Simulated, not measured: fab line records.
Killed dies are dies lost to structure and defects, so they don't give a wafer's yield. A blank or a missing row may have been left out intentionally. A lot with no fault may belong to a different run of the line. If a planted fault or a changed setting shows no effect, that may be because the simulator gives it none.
fab line records | flow ritCmos
[record] lots = 15 wafers = 45 lastDay = 7
route steps=202 shown PRETRO@69
lots that met no fault: taken from a fault-free run of the same line
startH: start of the lot's first displayed wafer, in hours after the record's first day | waitH: hours from the lot's prior step to this one | " unchanged from the row above | L1.1+2: a row that stands for several wafers | - no value, or no start given | * or withheld: withheld | < > ~ a bound
route shown NAME@n: names a module that has steps shown in the file, with the first one's number in the route | usual: mean/standard deviation of fault-free wafers | same: alike in all rows | chamber/n: place in a boat | sites: the reading at each site | _std_site: standard deviation across them | _edge_site: mean of outer sites minus mean of inner sites | radiusMm: how far each site lies from the wafer's centre | mask NAME#n: copy n | behind: tool/chamber where the wafer was last shaped | hold: why the lot was held/for how many hours/how that ended | device: the transistor (n, p or np) that didn't switch | end of line: at the end of the route, the tests of the same wafers | for a step that has no rows: nothing shown but its recipe | killed: dies that structure and defects cost at the first sort, which is not the same as the wafer's yield | map: dies across one wafer; x = killed, . = not, _ = none there
set.NAME: the setting as run; set.NAME@STEP: as run at that earlier step | model.NAME: the simulator's own value behind a step, which no gauge read
route steps across a sampled set of lots; one table per step, one row per wafer
[[steps]]
[step RIT_PRETRO_DEVELOP_05]
[recipe] resist = NOVOLAK developTimeS = 68 devTempC = 23
[usual] chillPlateTempC = 23.00/0.1 developTimeS = 68/0
// columns lot.wafer tool chamber startH waitH chillPlateTempC developTimeS
L212.1 lithoTrack-01 0 38 - 22.94 68
L212.3 " 0 " " 23.13 68
L212.6 " 0 39 - 22.86 68
L215.4 lithoTrack-01 0 49 - 23.03 68
L215.5 " 0 " " 23.07 68
L215.6 " 0 " " 22.93 68
L217.1 lithoTrack-01 0 57 - 23.02 68
L217.3 " 0 " " 22.98 68
L217.6 " 0 " " 22.95 68
L220.1 lithoTrack-01 0 72 - 22.91 68
L220.4 " 0 " " 23.07 68
L220.6 " 0 " " 22.89 68
L221.1 lithoTrack-01 - 80 - - -
L221.4 " - " " - -
L221.6 " - " " - -
L222.2 lithoTrack-04 - 85 - - -
L222.4 " - " " - -
L222.6 " - " " - -
L223.3 lithoTrack-02 - 91 - - -
L223.4 " - " " - -
L223.5 " - " " - -
L225.1 lithoTrack-01 0 97 - 23.04 68
L225.2 " 0 " " 23.06 68
L225.4 " 0 " " 22.83 68
L227.2 lithoTrack-01 0 109 - 22.80 68
L227.5 " 0 " " 23.01 68
L227.6 " 0 " " 22.72 68
L228.2 lithoTrack-02 0 115 - 23.01 68
L228.5 " 0 " " 23.02 68
L228.6 " 0 " " 23.16 68
L229.2 lithoTrack-01 0 117 - 23.10 68
L229.4 " 0 " " 23.06 68
L229.6 " 0 " " 23.17 68
L230.2 lithoTrack-04 0 122 - 22.96 68
L230.5 " 0 " " 23.03 68
L230.6 " 0 " " 23.14 68
L231.1 lithoTrack-01 0 128 - 23.15 68
L231.2 " 0 " " 23.22 68
L231.4 " 0 " " 23.09 68
L233.2 lithoTrack-04 0 137 - 23.03 68
L233.3 " 0 " " 23.06 68
L233.4 " 0 " " 22.96 68
L234.2 lithoTrack-02 0 143 - 23.09 68
L234.5 " 0 " " 23.19 68
L234.6 " 0 " " 23.09 68
[[key]]
[firstSign] step = RIT_PRETRO_DEVELOP_05 reading = toolRecord direction = missing
effect none on later readings
metAt RIT_PRETRO_DEVELOP_05
struckLots L221,L222,L223
sortLeftOut L221.1,L221.4,L221.6,L222.2,L222.4,L222.6,L223.3,L223.4,L223.5
testerLeftOut L221,L222,L223
onsetBetween 72 80
[fault] kind = skippedStepWhole tool = lithoTrack-01,lithoTrack-02,lithoTrack-04 chamber = - onsetH = 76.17 steps = RIT_PRETRO_DEVELOP_05 scope = struckLotsOnly
// testerLeftOut: of these lots the tester's yield and bins aren't shown, on N5 and GAA mostly nor the transistor test; their killed dies are dies lost to structure and defects alone, not to doping, threshold or leakage, so they don't give the yield
// sortLeftOut: the simulated sort isn't trusted on such a fault, so these wafers' sort isn't shown, and their yield isn't known
